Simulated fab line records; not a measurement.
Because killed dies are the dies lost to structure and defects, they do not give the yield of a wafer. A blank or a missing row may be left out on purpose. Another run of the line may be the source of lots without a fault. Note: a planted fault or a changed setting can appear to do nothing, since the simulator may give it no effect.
Struck lot and sound lot, side by side -- flow berkeley_cmos170 -- 14 steps out of a route of 331
Sound: the wafers L511.1, L511.2, L511.5. Wafers L512.3, L512.5, L512.6 were the ones struck. The cause is named last.
Order at every step that has rows: each side's tool, ch and its chambers, its first start. Under that, the readings that differ: sound wafers -- struck wafers -- difference of the means -- sigmas: that difference in standard deviations of wafers without a fault.
alike: readings whose means differ by less than 2 such deviations, and words and numbers that are the same on both sides. not compared: withheld readings, readings that some wafer has no value for, bounds like >300 that may hide the same value, and numbers for which the record gives no deviation and whose values overlap.
The two part at a step that has a row with sigmas, a row that says differs or no value, or rows on one side only. Numbers that have no deviation but don't overlap get no sigmas and don't part them. A reading missing from all wafers of one side parts the sides only when that side holds two or more wafers.

first, 2 steps without rows for these wafers: UCB170_SACOX_CLEAN_00 (cleans in dHF, time 7.5 s); UCB170_SACOX_OXIDATION_01 (target thk 14.4 nm, ox time 2400 s).
UCB170_SACOX_THK_MEAS_02:
  struck on film_metro-04, day 6 21:42; sound on film_metro-03, day 6 21:41
  alike: SACOX_OXIDE_THK
then, 2 steps without rows for these wafers: UCB170_SCREENOX_WET_ETCH_00 (etches SiO2 in dHF, time 200 s); UCB170_SCREENOX_OXIDATION_01 (target thk 14.4 nm, ox time 2400 s).
UCB170_SCREENOX_THK_MEAS_02:
  struck on film_metro-01, day 7 02:47; sound on film_metro-03, day 7 02:44
  alike: SCREENOX_OXIDE_THK
then, 6 steps without rows for these wafers: UCB170_SCREENOX_ANNEAL_03 (time 900 s); UCB170_NVT_HMDS_00 (prime time 60 s); UCB170_NVT_COAT_01 (resist thk 900 nm); UCB170_NVT_SOFTBAKE_02 (time 60 s); UCB170_NVT_EXPOSE_03 (exposes mask PWELL, target cd 3000 nm); UCB170_NVT_PEB_04.
UCB170_NVT_DEVELOP_05: develop time 45 s.
  sound on litho_track-04 ch 0, day 7 10:00; struck on litho_track-01, day 7 10:00
  no value came back on the struck wafers for chill_plate_temp_C (C), develop_time_s (s); on the sound wafers chill_plate_temp_C (C) reads 23.13 23.19 22.97
reading,sound,struck,difference,sigmas
model.KrF_of_NVT_COAT_01.thk_nm (nm),883.4 884.4 886.4,897.6 901.1 899.5,+14.7,
UCB170_NVT_OVL_MEAS_06:
  struck on overlay-02, day 7 10:52; sound on overlay-01, day 7 10:10
reading,sound,struck,difference,sigmas
NVT_OVL (nm),-3 -4 2,- - -,no value on the struck wafers,

## WHERE THEY PART
First at UCB170_NVT_DEVELOP_05; last, within this record, at UCB170_NVT_OVL_MEAS_06.

WHY: the cause the simulator had injected
Beginning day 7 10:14, the whole step at UCB170_NVT_DEVELOP_05 was skipped on litho_track-01. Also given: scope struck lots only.
